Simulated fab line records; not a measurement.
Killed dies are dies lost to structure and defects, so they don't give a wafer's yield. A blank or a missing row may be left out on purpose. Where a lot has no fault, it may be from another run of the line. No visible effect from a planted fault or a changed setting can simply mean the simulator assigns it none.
fab line records	flow ritCmos
[record] lots = 7	wafers = 21	lastDay = 6
route steps=202 shown PLDD@116 SPACER@125 NSD@131 PSD@142 SDANNEAL@153 SILICIDE@161 M1@202
lots that met no fault: taken from a fault-free run of the same line
startH: hours from the record's first day to the start of the lot's first wafer shown	waitH: hours since the lot's step before	" as in the row above	L1.1+2: a single row standing in for several wafers	- no value, or no start given	* or withheld: withheld	< > ~ a bound
route shown NAME@n: NAME is a module with steps in the file, n the number in the route of the first one	usual: mean and standard deviation over wafers with no fault	same: alike in all rows	chamber/n: place in a boat	sites: each site's reading	_std_site: standard deviation across them	_edge_site: outer sites' mean less inner sites'	radiusMm: how far each site lies from the wafer's centre	mask NAME#n: copy n	behind: the tool/chamber that last shaped the wafer	hold: why the lot went on hold/how many hours it stayed there/how the hold came to an end	device: whichever transistor did not switch (one of n, p or np)	end of line: the tests these same wafers got at the end of their route	a step with no rows: only its recipe	killed: dies that structure and defects cost at the first sort, which is not the same as the wafer's yield	map: dies across one wafer; x = killed, . = not, _ = none there
set.NAME: the run value of the setting; set.NAME@STEP: its run value at that earlier step	model.NAME: the simulator's own value behind a step, which no gauge read
a table for each step, a row for each wafer; lots at some steps of the route
services: the hour from which a tool's chamber was out of use, counted from the record's first day as startH (under 0 if before that day), plus the number of hours and why
[[steps]]
[step RIT_PLDD_SOFTBAKE_02]
[recipe] resist = NOVOLAK	tempC = 90	timeS = 60
[step RIT_PLDD_EXPOSE_03]
[recipe] maskId = M8	na = 0.57	targetCdNm = 40900	doseMj = 250
[step RIT_PLDD_PEB_04]
[recipe] resist = NOVOLAK	tempC = withheld	timeS = withheld
[step RIT_PLDD_DEVELOP_05]
[recipe] resist = NOVOLAK	developTimeS = 50	devTempC = 23
[step RIT_PLDD_OVL_MEAS_06]
[usual] PLDD_OVL = -0.2/1.2
lot.wafer	tool	chamber	startH	waitH	PLDD_OVL[nm]
L843.2	overlay-02	-	55.75	-	-0.7
L843.5	"	-	"	"	-1.0
L843.6	"	-	"	"	-0.3
L844.4	overlay-02	-	60.37	-	-0.7
L844.5	"	-	"	"	-0.9
L844.6	"	-	"	"	-0.9
L848.1	overlay-02	-	75.63	-	0.9
L848.4	"	-	"	"	-0.1
L848.6	"	-	"	"	1.2
L849.2	overlay-02	-	78.79	-	-1.7
L849.4	"	-	"	"	-2.3
L849.6	"	-	"	"	-1.7
L850.1	overlay-01	-	84.89	-	-2.1
L850.2	"	-	"	"	-1.9
L850.5	"	-	"	"	-0.7
L853.1	overlay-01	-	97.71	-	-0.3
L853.5	"	-	"	"	0.5
L853.6	"	-	"	"	0.9
L859.2	overlay-01	-	127.14	-	-1.2
L859.3	"	-	"	"	-0.4
L859.6	"	-	"	"	-0.9
[step RIT_PLDD_HARDBAKE_07]
[recipe] resist = NOVOLAK	tempC = 140	timeS = 60
[step RIT_PLDD_IMPLANT_08]
[recipe] species = BF2	energyKev = 20	doseCm2 = 9e+14	tiltDeg = 7
[step RIT_PLDD_STRIP_09]
[recipe] chemistry = O2	timeS = 180	resist = NOVOLAK	platenTempC = withheld	powerW = 500	pressureMtorr = 4000	o2FlowSccm = 4000
[usual] drypumpMotorCurrentA = 5.7/0.47
lot.wafer	tool	chamber	startH	waitH	drypumpMotorCurrentA	rfHoursCounterH
L843.2	plasmaAsher-02	0	56.08	0.1	5.6	41
L843.5	"	1	"	"	5.5	-
L843.6	"	0	"	"	5.6	-
L844.4	plasmaAsher-02	0	60.74	0.1	5.6	-
L844.5	"	0	"	"	5.6	-
L844.6	"	1	"	"	5.5	-
L848.1	plasmaAsher-03	0	75.96	0.1	5.9	45
L848.4	"	1	"	"	6.7	-
L848.6	"	1	"	"	6.7	-
L849.2	plasmaAsher-04	1	79.12	0.1	5.1	28
L849.4	"	1	"	"	5.1	-
L849.6	"	0	"	"	5.7	-
L850.1	plasmaAsher-04	0	85.22	0.1	5.7	28
L850.2	"	1	"	"	5.1	28
L850.5	"	0	"	"	5.7	-
L853.1	plasmaAsher-03	1	98.05	0.1	6.7	48
L853.5	"	0	"	"	6.0	-
L853.6	"	1	"	"	6.7	-
L859.2	plasmaAsher-04	0	127.47	0.1	5.6	33
L859.3	"	0	"	"	5.7	-
L859.6	"	0	"	"	5.6	-
[step RIT_PLDD_TW_MEAS_10]
[usual] PLDD_TW = 2332/16
lot.wafer	tool	chamber	startH	waitH	PLDD_TW
L843.2	filmMetro-03	-	56.27	0.1	2344
L843.5	"	-	"	"	2325
L843.6	"	-	"	"	2340
L844.4	filmMetro-01	-	60.89	0.1	2348
L844.5	"	-	"	"	2342
L844.6	"	-	"	"	2339
L848.1	filmMetro-01	-	76.14	0.1	2355
L848.4	"	-	"	"	2355
L848.6	"	-	"	"	2350
L849.2	filmMetro-03	-	79.31	0.1	2320
L849.4	"	-	"	"	2315
L849.6	"	-	"	"	2324
L850.1	filmMetro-01	-	85.40	0.1	2340
L850.2	"	-	"	"	2358
L850.5	"	-	"	"	2345
L853.1	filmMetro-01	-	98.22	0.1	2337
L853.5	"	-	"	"	2334
L853.6	"	-	"	"	2336
L859.2	filmMetro-04	-	127.66	0.1	2318
L859.3	"	-	"	"	2307
L859.6	"	-	"	"	2313
[step RIT_SPACER_CLEAN_00]
[recipe] chemistry = SC1	mix = 3:3:50	timeS = 600	tempC = 75
[step RIT_SPACER_CLEAN_01]
[recipe] chemistry = dHF	dilution = 50:1	timeS = 30
[step RIT_SPACER_CLEAN_02]
[recipe] chemistry = SC2	mix = 3:3:50	timeS = 600	tempC = 75	dry = n2Spin
[step RIT_SPACER_CVD_03]
[recipe] material = Si3N4	targetThkNm = 250	tempC = 810	precursor = SiH2Cl2/NH3	timeS = 3300	pressureMtorr = 300	sih2cl2FlowSccm = 60	nh3FlowSccm = 150
[usual] pressureMtorr = 300.1/0.61	zonePowerCentrePct = 40/5.9	zonePowerSourcePct = 20.1/1.2
lot.wafer	tool	chamber	startH	waitH	pressureMtorr	zonePowerCentrePct	zonePowerSourcePct	model.Si3N4_of_SPACER_CVD_03.thkNm
L843.2	lpcvd-02	1	56.69	0.0	301.0	48	20.1	249.1
L843.5	"	1	"	"	299.7	48	19.8	248
L843.6	"	1	"	"	299.6	48	20.1	247.8
L844.4	lpcvd-01	1	62.63	1.0	300.3	33	18.5	251.4
L844.5	"	1	"	"	300.0	32	18.6	251.6
L844.6	"	1	"	"	299.7	32	18.8	253.7
L848.1	lpcvd-02	0	76.72	0.1	359.9	41	21.7	264.2
L848.4	"	0	"	"	360.7	41	21.5	262.7
L848.6	"	0	"	"	360.5	42	21.7	263
L849.2	lpcvd-02	0	79.72	0.0	358.6	42	21.6	258.9
L849.4	"	0	"	"	359.8	42	21.5	259.2
L849.6	"	0	"	"	359.1	42	21.7	259.4
L850.1	lpcvd-02	1	85.84	0.0	359.8	49	20.0	256.3
L850.2	"	1	"	"	359.7	47	19.5	257.6
L850.5	"	1	"	"	359.9	48	19.8	259.6
L853.1	lpcvd-01	1	98.84	0.0	300.0	31	18.6	252.2
L853.5	"	1	"	"	299.1	32	18.7	253.6
L853.6	"	1	"	"	299.5	32	19.0	252.6
L859.2	lpcvd-01	1	128.07	0.0	300.0	31	18.5	251.4
L859.3	"	1	"	"	300.8	32	18.8	250.3
L859.6	"	1	"	"	300.5	32	18.4	251.7
[step RIT_SPACER_THK_MEAS_04]
[recipe] reads = Si3N4_of_SPACER_CVD_03
[usual] SPACER_NITRIDE_THK = 249.8/2.7
lot.wafer	tool	chamber	startH	waitH	SPACER_NITRIDE_THK[nm]
L843.2	filmMetro-04	-	58.61	0.0	249.0
L843.5	"	-	"	"	248.0
L843.6	"	-	"	"	247.7
L844.4	filmMetro-02	-	64.58	0.0	251.3
L844.5	"	-	"	"	251.5
L844.6	"	-	"	"	253.8
L848.1	filmMetro-02	-	79.60	0.0	264.4
L848.4	"	-	"	"	262.7
L848.6	"	-	"	"	262.9
L849.2	filmMetro-02	-	81.65	0.0	258.9
L849.4	"	-	"	"	259.4
L849.6	"	-	"	"	259.6
L850.1	filmMetro-01	-	87.76	0.0	256.3
L850.2	"	-	"	"	257.5
L850.5	"	-	"	"	259.4
L853.1	filmMetro-04	-	100.76	0.0	252.2
L853.5	"	-	"	"	253.4
L853.6	"	-	"	"	252.7
L859.2	filmMetro-01	-	130.00	0.0	251.5
L859.3	"	-	"	"	250.2
L859.6	"	-	"	"	252.0
[step RIT_SPACER_ETCHBACK_05]
[recipe] targetDepthA = 2500	SF6_flow_sccm = 30	CHF3_flow_sccm = 30	target = Si3N4	chemistry = SF6/CHF3	pressureMtorr = 40	rfW = 250	timeS = 240	stopOn = SiO2
[usual] drypumpMotorCurrentA = 5.8/0.44	oesProductAu = 0.845/0.013	throttleValvePct = 10.24/0.13
lot.wafer	tool	chamber	startH	waitH	drypumpMotorCurrentA	oesProductAu	rfHoursCounterH	throttleValvePct	model.etch.depthNm
L843.2	rieDiel-03	1	58.66	0.0	5.5	0.851	17	10.23	249.1
L843.5	"	1	"	"	5.5	0.849	-	10.25	248
L843.6	"	0	"	"	6.2	0.825	-	10.44	247.8
L844.4	rieDiel-02	2	64.61	0.0	6.0	0.826	96	10.29	251.4
L844.5	"	0	"	"	5.3	0.863	-	10.10	251.6
L844.6	"	1	"	"	5.1	0.858	-	10.18	253.7
L848.1	rieDiel-03	2	79.66	0.1	6.0	0.881	57	10.14	264.2
L848.4	"	0	"	"	6.2	0.876	132	10.44	262.7
L848.6	"	2	"	"	6.0	0.886	-	10.13	263
L849.2	rieDiel-02	0	81.70	0.0	5.3	0.881	20	10.08	258.9
L849.4	"	1	"	"	5.1	0.859	116	10.19	259.2
L849.6	"	1	"	"	5.1	0.864	-	10.19	259.4
L850.1	rieDiel-02	1	87.82	0.1	5.1	0.857	116	10.17	256.3
L850.2	"	2	"	"	5.9	0.842	96	10.30	257.6
L850.5	"	2	"	"	6.0	0.849	-	10.27	259.6
L853.1	rieDiel-03	0	100.82	0.1	6.2	0.844	133	10.42	252.2
L853.5	"	2	"	"	6.0	0.850	-	10.12	253.6
L853.6	"	3	"	"	5.4	0.850	-	10.37	252.6
L859.2	rieDiel-02	3	130.05	0.0	5.9	0.843	117	10.27	251.4
L859.3	"	1	"	"	5.1	0.836	117	10.16	250.3
L859.6	"	3	"	"	5.9	0.857	-	10.26	251.7
[step RIT_NSD_HMDS_00]
[recipe] primeTimeS = 60	primeTempC = 140
[step RIT_NSD_COAT_01]
[recipe] resist = NOVOLAK	spinRpm = 3250	resistThkNm = 1000
[step RIT_NSD_SOFTBAKE_02]
[recipe] resist = NOVOLAK	tempC = 90	timeS = 60
[step RIT_NSD_EXPOSE_03]
[recipe] maskId = M9	na = 0.57	targetCdNm = 40700	doseMj = 250
[step RIT_NSD_PEB_04]
[recipe] resist = NOVOLAK	tempC = withheld	timeS = withheld
[step RIT_NSD_DEVELOP_05]
[recipe] resist = NOVOLAK	developTimeS = 50	devTempC = 23
[step RIT_NSD_OVL_MEAS_06]
[usual] NSD_OVL = -0.8/1.3
lot.wafer	tool	chamber	startH	waitH	NSD_OVL[nm]
L843.2	overlay-02	-	59.88	-	-2.0
L843.5	"	-	"	"	0.4
L843.6	"	-	"	"	-0.1
L844.4	overlay-01	-	65.63	-	-0.4
L844.5	"	-	"	"	-1.7
L844.6	"	-	"	"	-0.6
L848.1	overlay-02	-	80.78	-	-0.7
L848.4	"	-	"	"	0.4
L848.6	"	-	"	"	0.6
L849.2	overlay-02	-	82.83	-	0.5
L849.4	"	-	"	"	1.0
L849.6	"	-	"	"	-0.7
L850.1	overlay-02	-	88.83	-	-2.2
L850.2	"	-	"	"	0.9
L850.5	"	-	"	"	-2.4
L853.1	overlay-02	-	101.82	-	-2.3
L853.5	"	-	"	"	0.1
L853.6	"	-	"	"	-0.5
L859.2	overlay-02	-	131.06	-	-0.9
L859.3	"	-	"	"	0.0
L859.6	"	-	"	"	-0.2
[step RIT_NSD_HARDBAKE_07]
[recipe] resist = NOVOLAK	tempC = 140	timeS = 60
[step RIT_NSD_IMPLANT_08]
[recipe] species = P	energyKev = 25	doseCm2 = 1e+15	tiltDeg = 7
[step RIT_NSD_STRIP_09]
[recipe] chemistry = O2	timeS = 180	resist = NOVOLAK	platenTempC = withheld	powerW = 500	pressureMtorr = 4000	o2FlowSccm = 4000
[usual] drypumpMotorCurrentA = 5.39/0.21
lot.wafer	tool	chamber	startH	waitH	drypumpMotorCurrentA	rfHoursCounterH
L843.2	plasmaAsher-01	0	60.21	0.1	5.53	37
L843.5	"	0	"	"	5.52	-
L843.6	"	1	"	"	5.15	-
L844.4	plasmaAsher-04	1	66.10	0.1	5.11	-
L844.5	"	0	"	"	5.58	-
L844.6	"	1	"	"	5.12	-
L848.1	plasmaAsher-04	1	81.12	0.1	5.16	28
L848.4	"	1	"	"	5.16	-
L848.6	"	1	"	"	5.14	-
L849.2	plasmaAsher-04	1	83.16	0.1	5.10	28
L849.4	"	1	"	"	5.12	-
L849.6	"	1	"	"	5.13	-
L850.1	plasmaAsher-01	1	89.17	0.1	5.12	40
L850.2	"	0	"	"	5.51	40
L850.5	"	0	"	"	5.53	-
L853.1	plasmaAsher-01	0	102.15	0.1	5.54	42
L853.5	"	1	"	"	5.13	-
L853.6	"	0	"	"	5.53	-
L859.2	plasmaAsher-02	0	131.39	0.1	5.56	50
L859.3	"	0	"	"	5.56	-
L859.6	"	0	"	"	5.55	-
[step RIT_NSD_TW_MEAS_10]
[usual] NSD_TW = 3098/23
lot.wafer	tool	chamber	startH	waitH	NSD_TW
L843.2	filmMetro-03	-	60.40	0.1	3102
L843.5	"	-	"	"	3088
L843.6	"	-	"	"	3097
L844.4	filmMetro-03	-	66.25	0.1	3099
L844.5	"	-	"	"	3100
L844.6	"	-	"	"	3103
L848.1	filmMetro-01	-	81.29	0.1	3116
L848.4	"	-	"	"	3126
L848.6	"	-	"	"	3125
L849.2	filmMetro-03	-	83.35	0.1	3105
L849.4	"	-	"	"	3081
L849.6	"	-	"	"	3071
L850.1	filmMetro-01	-	89.34	0.1	3099
L850.2	"	-	"	"	3127
L850.5	"	-	"	"	3120
L853.1	filmMetro-04	-	102.33	0.1	3078
L853.5	"	-	"	"	3087
L853.6	"	-	"	"	3072
L859.2	filmMetro-03	-	131.57	0.1	3103
L859.3	"	-	"	"	3083
L859.6	"	-	"	"	3114
[step RIT_PSD_HMDS_00]
[recipe] primeTimeS = 60	primeTempC = 140
[step RIT_PSD_COAT_01]
[recipe] resist = NOVOLAK	spinRpm = 3250	resistThkNm = 1000
[step RIT_PSD_SOFTBAKE_02]
[recipe] resist = NOVOLAK	tempC = 90	timeS = 60
[step RIT_PSD_EXPOSE_03]
[recipe] maskId = M10	na = 0.57	targetCdNm = 40900	doseMj = 250
[step RIT_PSD_PEB_04]
[recipe] resist = NOVOLAK	tempC = withheld	timeS = withheld
[step RIT_PSD_DEVELOP_05]
[recipe] resist = NOVOLAK	developTimeS = 50	devTempC = 23
[step RIT_PSD_OVL_MEAS_06]
[usual] PSD_OVL = 0.3/1.2
lot.wafer	tool	chamber	startH	waitH	PSD_OVL[nm]
L843.2	overlay-01	-	61.43	-	0.7
L843.5	"	-	"	"	1.3
L843.6	"	-	"	"	0.1
L844.4	overlay-01	-	67.27	-	1.8
L844.5	"	-	"	"	1.1
L844.6	"	-	"	"	2.1
L848.1	overlay-02	-	82.20	-	0.4
L848.4	"	-	"	"	-2.0
L848.6	"	-	"	"	-0.4
L849.2	overlay-01	-	84.46	-	1.4
L849.4	"	-	"	"	2.1
L849.6	"	-	"	"	1.4
L850.1	overlay-02	-	90.25	-	1.4
L850.2	"	-	"	"	2.6
L850.5	"	-	"	"	1.3
L853.1	overlay-02	-	103.24	-	0.7
L853.5	"	-	"	"	1.9
L853.6	"	-	"	"	1.8
L859.2	overlay-01	-	132.48	-	-0.6
L859.3	"	-	"	"	-0.7
L859.6	"	-	"	"	-0.9
[step RIT_PSD_HARDBAKE_07]
[recipe] resist = NOVOLAK	tempC = 140	timeS = 60
[step RIT_PSD_IMPLANT_08]
[recipe] species = BF2	energyKev = 27	doseCm2 = 5e+15	tiltDeg = 7
[step RIT_PSD_STRIP_09]
[recipe] chemistry = O2	timeS = 180	resist = NOVOLAK	platenTempC = withheld	powerW = 500	pressureMtorr = 4000	o2FlowSccm = 4000
[usual] drypumpMotorCurrentA = 5.8/0.52
lot.wafer	tool	chamber	startH	waitH	drypumpMotorCurrentA	rfHoursCounterH
L843.2	plasmaAsher-01	1	61.76	0.1	5.1	37
L843.5	"	1	"	"	5.2	-
L843.6	"	0	"	"	5.5	-
L844.4	plasmaAsher-03	0	67.65	0.1	5.9	-
L844.5	"	1	"	"	6.7	-
L844.6	"	0	"	"	5.9	-
L848.1	plasmaAsher-03	1	82.54	0.1	6.7	46
L848.4	"	0	"	"	5.9	-
L848.6	"	0	"	"	5.9	-
L849.2	plasmaAsher-03	0	84.94	0.2	5.9	46
L849.4	"	0	"	"	5.9	-
L849.6	"	0	"	"	5.9	-
L850.1	plasmaAsher-03	1	90.59	0.1	6.7	47
L850.2	"	0	"	"	5.9	47
L850.5	"	1	"	"	6.7	-
L853.1	plasmaAsher-02	1	103.66	0.1	5.5	46
L853.5	"	0	"	"	5.6	-
L853.6	"	1	"	"	5.5	-
L859.2	plasmaAsher-03	0	132.81	0.1	5.9	2
L859.3	"	0	"	"	5.9	-
L859.6	"	0	"	"	5.9	-
[step RIT_PSD_TW_MEAS_10]
[usual] PSD_TW = 3409/24
lot.wafer	tool	chamber	startH	waitH	PSD_TW
L843.2	filmMetro-04	-	61.95	0.1	3378
L843.5	"	-	"	"	3381
L843.6	"	-	"	"	3369
L844.4	filmMetro-01	-	67.80	0.1	3425
L844.5	"	-	"	"	3403
L844.6	"	-	"	"	3432
L848.1	filmMetro-01	-	82.72	0.1	3419
L848.4	"	-	"	"	3414
L848.6	"	-	"	"	3427
L849.2	filmMetro-04	-	85.13	0.1	3369
L849.4	"	-	"	"	3368
L849.6	"	-	"	"	3368
L850.1	filmMetro-01	-	90.76	0.1	3441
L850.2	"	-	"	"	3425
L850.5	"	-	"	"	3437
L853.1	filmMetro-01	-	103.83	0.1	3399
L853.5	"	-	"	"	3401
L853.6	"	-	"	"	3397
L859.2	filmMetro-01	-	132.99	0.1	3413
L859.3	"	-	"	"	3416
L859.6	"	-	"	"	3406
[step RIT_SDANNEAL_CLEAN_00]
[recipe] chemistry = SC1	mix = 3:3:50	timeS = 600	tempC = 75
[step RIT_SDANNEAL_CLEAN_01]
[recipe] chemistry = dHF	dilution = 50:1	timeS = 30
[step RIT_SDANNEAL_CLEAN_02]
[recipe] chemistry = SC2	mix = 3:3:50	timeS = 600	tempC = 75	dry = n2Spin
[step RIT_SDANNEAL_RTA_03]
[recipe] tempC = 1050	timeS = 5	idleTempC = 600	rampUpCPerS = 342	rampDownCPerS = 171	coolToC = 600	ambient = N2
[usual] annealTempCMax = 1056.6/1.7	wafer_temp_C_max = 1053.5/1.1
lot.wafer	tool	chamber	startH	waitH	annealTempCMax	wafer_temp_C_max
L843.2	rtpAnneal-01	0	62.37	0.0	1055.7	1054.5
L843.5	"	0	"	"	1056.1	1055.2
L843.6	"	0	"	"	1054.3	1053.9
L844.4	rtpAnneal-01	0	68.61	0.0	1054.7	1053.0
L844.5	"	0	"	"	1055.7	1052.2
L844.6	"	0	"	"	1057.4	1053.3
L848.1	rtpAnneal-02	0	83.14	0.0	1060.4	1052.7
L848.4	"	0	"	"	1058.3	1053.2
L848.6	"	0	"	"	1057.4	1053.7
L849.2	rtpAnneal-01	0	85.55	0.0	1056.2	1054.1
L849.4	"	0	"	"	1054.9	1052.0
L849.6	"	0	"	"	1055.6	1055.0
L850.1	rtpAnneal-02	0	91.21	0.0	1059.8	1053.3
L850.2	"	0	"	"	1059.3	1052.5
L850.5	"	0	"	"	1057.1	1054.1
L853.1	rtpAnneal-02	0	104.26	0.0	1060.3	1052.7
L853.5	"	0	"	"	1059.7	1055.8
L853.6	"	0	"	"	1055.7	1056.2
L859.2	rtpAnneal-01	0	133.42	0.0	1055.7	1051.8
L859.3	"	0	"	"	1055.7	1051.3
L859.6	"	0	"	"	1054.7	1053.3
[step RIT_SDANNEAL_RS_MEAS_04]
[recipe] thkMeasGauge = four-point-probe
[usual] PSD_RS = 115.9/0.34
lot.wafer	tool	chamber	startH	waitH	PSD_RS[ohm/sq]
L843.2	filmMetro-03	-	62.44	0.1	115.7
L843.5	"	-	"	"	115.7
L843.6	"	-	"	"	115.4
L844.4	filmMetro-03	-	68.69	0.1	115.6
L844.5	"	-	"	"	115.6
L844.6	"	-	"	"	116.0
L848.1	filmMetro-01	-	83.20	0.0	116.3
L848.4	"	-	"	"	116.0
L848.6	"	-	"	"	116.3
L849.2	filmMetro-04	-	85.62	0.1	116.0
L849.4	"	-	"	"	115.8
L849.6	"	-	"	"	116.0
L850.1	filmMetro-04	-	91.27	0.0	115.7
L850.2	"	-	"	"	115.7
L850.5	"	-	"	"	115.5
L853.1	filmMetro-04	-	104.32	0.0	115.8
L853.5	"	-	"	"	115.8
L853.6	"	-	"	"	115.5
L859.2	filmMetro-03	-	133.49	0.1	116.0
L859.3	"	-	"	"	116.0
L859.6	"	-	"	"	115.4
[step RIT_SILICIDE_WET_ETCH_00]
[recipe] chemistry = BOE	target = SiO2	targetDepthNm = 14	timeS = 15	dry = n2Spin	dilution = 10:1	tempC = 21.5
lot.wafer	tool	chamber	startH	waitH	model.Si3N4_of_SPACER_CVD_03.thkNm
L843.2	wetBench-01	0	62.90	0.1	195.2
L843.5	"	0	"	"	194
L843.6	"	0	"	"	192.1
L844.4	wetBench-04	0	69.11	0.0	194
L844.5	"	0	"	"	193.8
L844.6	"	0	"	"	195.7
L848.1	wetBench-01	0	83.68	0.1	205.5
L848.4+6	"	0	"	"	204.4
L849.2	wetBench-04	1	86.08	0.1	200.1
L849.4	"	1	"	"	200.4
L849.6	"	1	"	"	200.7
L850.1	wetBench-02	0	91.75	0.1	197.8
L850.2	"	0	"	"	198.7
L850.5	"	0	"	"	200
L853.1	wetBench-02	3	104.80	0.1	194.8
L853.5	"	3	"	"	196.2
L853.6	"	3	"	"	195.3
L859.2	wetBench-01	2	133.95	0.1	196.3
L859.3	"	2	"	"	193.6
L859.6	"	2	"	"	196.4
[step RIT_M1_PROBE_99]
[usual] killed_at_M0_to_M3 = 0.0/0.083	killedAtFrontEnd = 7/3	killedDies = 7/3	killedOpen = 3.6/1.9	killedShort = 3.2/1.8
[same] grossDies = 264	killed_at_M4_up = 0	killedAtBackSide = 0	killedAtContacts = 0	killedAtOther = 0
lot.wafer	tool	chamber	startH	waitH	killed_at_M0_to_M3	killedAtFrontEnd	killedDies	killedOpen	killedShort	model.etest.nwellPinched.rsOhmSq	model.etest.diodeNplusComb.cjFfUm2
L843.2	prober-02	-	70.22	0.1	0	8	8	5	3	333.9	2.589
L843.5	prober-02	-	70.37	0.2	0	8	8	4	4	334	2.607
L843.6	prober-02	-	70.42	0.2	0	8	8	4	4	337.8	2.652
L844.4	prober-02	-	76.03	0.2	0	6	6	2	4	339.5	2.682
L844.5	prober-02	-	76.08	0.2	0	10	10	6	4	340.4	2.671
L844.6	prober-02	-	76.13	0.2	0	4	4	2	2	340.7	2.684
L848.1	prober-01	-	90.75	0.1	0	4	4	3	1	329.6	2.575
L848.4	prober-01	-	90.90	0.2	0	6	6	5	1	330.7	2.592
L848.6	prober-01	-	91.00	0.2	0	6	6	3	3	331.6	2.593
L849.2	prober-02	-	92.92	0.1	0	9	9	5	4	338.4	2.606
L849.4	prober-02	-	93.02	0.2	0	10	10	6	4	335.6	2.603
L849.6	prober-02	-	93.12	0.2	1	2	3	2	1	334.9	2.6
L850.1	prober-01	-	98.67	0.1	0	14	14	7	7	338.3	2.658
L850.2	prober-01	-	98.72	0.1	0	8	8	5	3	342.4	2.643
L850.5	prober-01	-	98.87	0.2	0	5	5	1	4	340.6	2.646
L853.1	prober-01	-	112.01	0.1	0	11	11	5	6	342.6	2.632
L853.5	prober-01	-	112.21	0.2	0	7	7	3	4	341.1	2.617
L853.6	prober-01	-	112.26	0.2	0	7	7	3	4	339.6	2.619
L859.2	prober-02	-	141.22	0.1	0	5	5	3	2	334.5	2.63
L859.3	prober-02	-	141.27	0.2	0	3	3	0	3	337.8	2.678
L859.6	prober-02	-	141.42	0.2	0	11	11	3	8	334.3	2.631
// killed by level:class
L843.2 GATE:geometricParticle:open=3 SPACER:geometricParticle:short=2 FOX1:geometricParticle:open=1 FOX2:geometricParticle:open=1 FOX2:geometricParticle:short=1
L843.5 GATE:geometricParticle:short=4 SILICIDE:geometricParticle:open=2 GATE:geometricParticle:open=1 SPACER:geometricParticle:open=1
L843.6 GATE:geometricParticle:open=4 GATE:geometricParticle:short=2 SILICIDE:geometricParticle:short=2
L844.4 FOX1:geometricParticle:short=1 FOX1:geometricParticle:open=1 GATE:geometricParticle:short=1 REOX:geometricParticle:short=1 SPACER:geometricParticle:short=1 SPACER:geometricParticle:open=1
L844.5 FOX1:geometricParticle:open=2 GATE:geometricParticle:open=2 SILICIDE:geometricParticle:short=2 GATE:geometricParticle:short=1 REOX:geometricParticle:open=1 REOX:geometricParticle:short=1 SILICIDE:geometricParticle:open=1
L844.6 GATE:geometricParticle:open=2 FOX1:geometricParticle:short=1 REOX:geometricParticle:short=1
L848.1 GATE:geometricParticle:open=3 FOX2:geometricParticle:short=1
L848.4 GATE:geometricParticle:open=2 FOX1:geometricParticle:open=1 FOX2:geometricParticle:open=1 GATE:geometricParticle:short=1 SILICIDE:geometricParticle:open=1
L848.6 FOX1:geometricParticle:short=3 GATE:geometricParticle:open=2 FOX1:geometricParticle:open=1
L849.2 SPACER:geometricParticle:short=3 FOX2:geometricParticle:open=2 REOX:geometricParticle:open=2 FOX1:geometricParticle:short=1 SPACER:geometricParticle:open=1
L849.4 SPACER:geometricParticle:open=3 REOX:geometricParticle:short=2 FOX1:geometricParticle:short=1 FOX2:geometricParticle:open=1 GATE:geometricParticle:open=1 GATE:geometricParticle:short=1 REOX:geometricParticle:open=1
L849.6 FOX1:geometricParticle:open=1 SPACER:geometricParticle:open=1 M1:geometricParticle:short=1
L850.1 GATE:geometricParticle:open=4 SPACER:geometricParticle:short=3 GATE:geometricParticle:short=2 SPACER:geometricParticle:open=2 REOX:geometricParticle:short=1 SILICIDE:geometricParticle:open=1 SILICIDE:geometricParticle:short=1
L850.2 FOX1:geometricParticle:open=3 SPACER:geometricParticle:short=2 FOX1:geometricParticle:short=1 GATE:geometricParticle:open=1 SPACER:geometricParticle:open=1
L850.5 SILICIDE:geometricParticle:short=3 FOX2:geometricParticle:short=1 SPACER:geometricParticle:open=1
L853.1 FOX2:geometricParticle:short=3 GATE:geometricParticle:short=3 GATE:geometricParticle:open=3 REOX:geometricParticle:open=1 SILICIDE:geometricParticle:open=1
L853.5 GATE:geometricParticle:short=3 GATE:geometricParticle:open=2 REOX:geometricParticle:open=1 SILICIDE:geometricParticle:short=1
L853.6 GATE:geometricParticle:short=2 GATE:geometricParticle:open=2 SILICIDE:geometricParticle:short=2 REOX:geometricParticle:open=1
L859.2 GATE:geometricParticle:short=2 SILICIDE:geometricParticle:open=2 GATE:geometricParticle:open=1
L859.3 REOX:geometricParticle:short=2 GATE:geometricParticle:short=1
L859.6 GATE:geometricParticle:short=3 FOX2:geometricParticle:short=2 SILICIDE:geometricParticle:open=2 FOX1:geometricParticle:short=1 SPACER:geometricParticle:open=1 SPACER:geometricParticle:short=1 SILICIDE:geometricParticle:short=1
[[services]]
tool	chamber	startH	hours	kind
rieDiel-02	3	32.27	19.9	repair
lpcvd-02	-	37.67	1.7	repair
wetBench-02	-	57.88	0.9	repair
wetBench-02	-	61.90	1.9	pm
plasmaAsher-04	-	73.26	1.3	repair
rieDiel-03	2	107.46	4.1	repair
plasmaAsher-03	-	108.75	9.0	pm
plasmaAsher-03	0	108.75	9.0	ventCycle
plasmaAsher-03	1	108.75	9.0	ventCycle
wetBench-04	-	114.46	6.0	repair
plasmaAsher-03	0	117.75	-	clean
plasmaAsher-03	1	117.75	-	clean
rieDiel-02	0	119.54	21.0	repair
plasmaAsher-04	-	131.30	3.8	repair
[[key]]
[firstSign] step = RIT_SPACER_CVD_03	reading = pressureMtorr	direction = up	sigmas = 98	usual = 300.1	struck = 359.8
[effect] step = RIT_SPACER_THK_MEAS_04	reading = SPACER_NITRIDE_THK	direction = up	sigmas = 3.8	usual = 249.8	struck = 260.1
[modelEffect] step = RIT_SPACER_CVD_03	value = Si3N4_of_SPACER_CVD_03.thkNm	without = 246	struck = 260.1
[modelEffect] step = RIT_SPACER_ETCHBACK_05	value = etch.depthNm	without = 246	struck = 260.1
[modelEffect] step = RIT_SILICIDE_WET_ETCH_00	value = Si3N4_of_SPACER_CVD_03.thkNm	without = 190.4	struck = 201.3
[modelEffect] step = RIT_M1_PROBE_99	value = etest.nwellPinched.rsOhmSq	without = 343.5	struck = 335.8
metAt RIT_SPACER_CVD_03
struckWafers L848.1,L848.4,L848.6,L849.2,L849.4,L849.6,L850.1,L850.2,L850.5
testerLeftOut L848,L849,L850
[fault] kind = processParameterDrift	tool = lpcvd-02	chamber = -	onsetH = 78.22	steps = RIT_SPACER_CVD_03	channel = pressureMtorr	offset = 60	shape = step	endH = 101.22	actsIn = theseRecipesOnly	stated = 300
// testerLeftOut: of these lots the tester's yield and bins aren't shown, on N5 and GAA mostly nor the transistor test; their killed dies are dies lost to structure and defects alone, not to doping, threshold or leakage, so they don't give the yield
